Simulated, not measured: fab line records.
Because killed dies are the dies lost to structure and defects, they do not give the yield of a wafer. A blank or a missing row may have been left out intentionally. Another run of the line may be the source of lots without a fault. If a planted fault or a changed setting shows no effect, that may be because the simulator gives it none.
Split-lot experiment / flow rit_cmos / 23 wafers read from 5 lots, route of 202 steps

ON THE SPLIT
At RIT_SILICIDE_SPUTTER_01 (material Ti, target thk 30 nm, time 240 s), the setting power_w was moved away from the recipe's 350 W on 9 of the 23 wafers read, by -4.5% to +6.7%. The other wafers ran this setting at the recipe's value.

BETWEEN THE SPLIT AND THE READING: the file shows 1 step in between
- RIT_SILICIDE_RS_MEAS_02: measures by four-point-probe

THE READING
SILICIDE_TI_THK, in nm, at RIT_SILICIDE_THK_MEAS_03 (measures by xrf). A value of 29.9 nm with a standard deviation of 0.38 nm is what fault-free wafers of this fab line usually give.

wafer=L076.1; tool, chamber at the split=pvd_sputter-02, -; power_w as run, W=367.9; against the recipe=+5.1%; SILICIDE_TI_THK, nm=31.6; against lot-mates on the recipe=+1.9
wafer=L076.2; tool, chamber at the split=pvd_sputter-02, -; power_w as run, W=350; against the recipe=recipe; SILICIDE_TI_THK, nm=30.0; against lot-mates on the recipe=-
wafer=L076.3; tool, chamber at the split=pvd_sputter-02, -; power_w as run, W=367.9; against the recipe=+5.1%; SILICIDE_TI_THK, nm=31.0; against lot-mates on the recipe=+1.2
wafer=L076.5; tool, chamber at the split=pvd_sputter-02, -; power_w as run, W=350; against the recipe=recipe; SILICIDE_TI_THK, nm=29.5; against lot-mates on the recipe=-
wafer=L076.6; tool, chamber at the split=pvd_sputter-02, -; power_w as run, W=367.9; against the recipe=+5.1%; SILICIDE_TI_THK, nm=31.3; against lot-mates on the recipe=+1.6
wafer=L078.1; tool, chamber at the split=pvd_sputter-02, -; power_w as run, W=350; against the recipe=recipe; SILICIDE_TI_THK, nm=30.6; against lot-mates on the recipe=-
wafer=L078.2; tool, chamber at the split=pvd_sputter-02, -; power_w as run, W=373.6; against the recipe=+6.7%; SILICIDE_TI_THK, nm=32.2; against lot-mates on the recipe=+1.9
wafer=L078.4; tool, chamber at the split=pvd_sputter-02, -; power_w as run, W=373.6; against the recipe=+6.7%; SILICIDE_TI_THK, nm=32.3; against lot-mates on the recipe=+2.0
wafer=L078.5; tool, chamber at the split=pvd_sputter-02, -; power_w as run, W=350; against the recipe=recipe; SILICIDE_TI_THK, nm=30.1; against lot-mates on the recipe=-
wafer=L078.6; tool, chamber at the split=pvd_sputter-02, -; power_w as run, W=350; against the recipe=recipe; SILICIDE_TI_THK, nm=30.2; against lot-mates on the recipe=-
wafer=L080.3; tool, chamber at the split=pvd_sputter-02, -; power_w as run, W=350; against the recipe=recipe; SILICIDE_TI_THK, nm=29.5; against lot-mates on the recipe=-
wafer=L080.5; tool, chamber at the split=pvd_sputter-02, -; power_w as run, W=350; against the recipe=recipe; SILICIDE_TI_THK, nm=29.7; against lot-mates on the recipe=-
wafer=L080.6; tool, chamber at the split=pvd_sputter-02, -; power_w as run, W=350; against the recipe=recipe; SILICIDE_TI_THK, nm=30.0; against lot-mates on the recipe=-
wafer=L081.1; tool, chamber at the split=pvd_sputter-04, -; power_w as run, W=334.4; against the recipe=-4.5%; SILICIDE_TI_THK, nm=28.0; against lot-mates on the recipe=-1.6
wafer=L081.2; tool, chamber at the split=pvd_sputter-04, -; power_w as run, W=350; against the recipe=recipe; SILICIDE_TI_THK, nm=30.0; against lot-mates on the recipe=-
wafer=L081.4; tool, chamber at the split=pvd_sputter-04, -; power_w as run, W=350; against the recipe=recipe; SILICIDE_TI_THK, nm=29.6; against lot-mates on the recipe=-
wafer=L081.5; tool, chamber at the split=pvd_sputter-04, -; power_w as run, W=334.4; against the recipe=-4.5%; SILICIDE_TI_THK, nm=28.4; against lot-mates on the recipe=-1.2
wafer=L081.6; tool, chamber at the split=pvd_sputter-04, -; power_w as run, W=350; against the recipe=recipe; SILICIDE_TI_THK, nm=29.3; against lot-mates on the recipe=-
wafer=L082.2; tool, chamber at the split=pvd_sputter-02, -; power_w as run, W=350; against the recipe=recipe; SILICIDE_TI_THK, nm=30.2; against lot-mates on the recipe=-
wafer=L082.3; tool, chamber at the split=pvd_sputter-02, -; power_w as run, W=364.7; against the recipe=+4.2%; SILICIDE_TI_THK, nm=31.3; against lot-mates on the recipe=+1.3
wafer=L082.4; tool, chamber at the split=pvd_sputter-02, -; power_w as run, W=364.7; against the recipe=+4.2%; SILICIDE_TI_THK, nm=31.4; against lot-mates on the recipe=+1.4
wafer=L082.5; tool, chamber at the split=pvd_sputter-02, -; power_w as run, W=350; against the recipe=recipe; SILICIDE_TI_THK, nm=30.0; against lot-mates on the recipe=-
wafer=L082.6; tool, chamber at the split=pvd_sputter-02, -; power_w as run, W=350; against the recipe=recipe; SILICIDE_TI_THK, nm=29.9; against lot-mates on the recipe=-

FIT RESULTS
A straight line over all 23 wafers: SILICIDE_TI_THK changes by +0.335 nm for each +1% of power_w; r = +0.96; the points scatter about the line by 0.32 nm.
The same after taking each lot's own level away (the mean of its wafers on the recipe; 23 wafers): +0.304 nm for each +1%; r = +0.98; scatter 0.22 nm.
That fit puts the effect of the largest move of power_w on the reading at 2 nm.
The span of the lots' own levels, 29.63 to 30.30 nm, comes to 1.8 times the standard deviation stated above.
So the slope is not independent of the lot-to-lot level: the two fits are not the same.
Check: for one of the wafers moved furthest among these (+6.7%), held out of the fit, the line's prediction against its lot-mates is +2.07 nm. Against them it came out at +1.9 nm.

THE OTHER SPLITS THESE WAFERS WENT THROUGH
Before the reading, these wafers also passed through other splits. Each is held against what the fit with the lots' levels taken away leaves over:
other split on the same wafers=RIT_PLDD_IMPLANT_08 dose_cm2; wafers away from the commonest value=6; r with SILICIDE_TI_THK (lot level and that fit taken away)=+0.31
other split on the same wafers=RIT_SPACER_CVD_03 nh3_flow_sccm; wafers away from the commonest value=15; r with SILICIDE_TI_THK (lot level and that fit taken away)=+0.09
other split on the same wafers=RIT_PSD_IMPLANT_08 energy_kev; wafers away from the commonest value=11; r with SILICIDE_TI_THK (lot level and that fit taken away)=-0.24
other split on the same wafers=RIT_SDANNEAL_CLEAN_02 time_s; wafers away from the commonest value=15; r with SILICIDE_TI_THK (lot level and that fit taken away)=-0.08

THE WHOLE CHAIN: every reading that the file lists as answering this split, in the file's order
step=RIT_SILICIDE_SPUTTER_01; what it does=material Ti, target thk 30 nm, time 240 s; reading=Ti_of_SILICIDE_SPUTTER_01.thk_nm (the simulator's own value, which no gauge read); change (the file's fit)=+0.304 nm for each +1% of the setting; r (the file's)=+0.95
step=RIT_SILICIDE_RS_MEAS_02; what it does=measures by four-point-probe; reading=SILICIDE_TI_RS; change (the file's fit)=-0.579 for each +1% of the setting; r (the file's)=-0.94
step=RIT_SILICIDE_THK_MEAS_03; what it does=measures by xrf; reading=SILICIDE_TI_THK; change (the file's fit)=+0.302 for each +1% of the setting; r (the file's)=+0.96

THE FILE'S OWN FIT
SILICIDE_TI_THK changes by +0.302 nm for each +1% of power_w, r = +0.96.
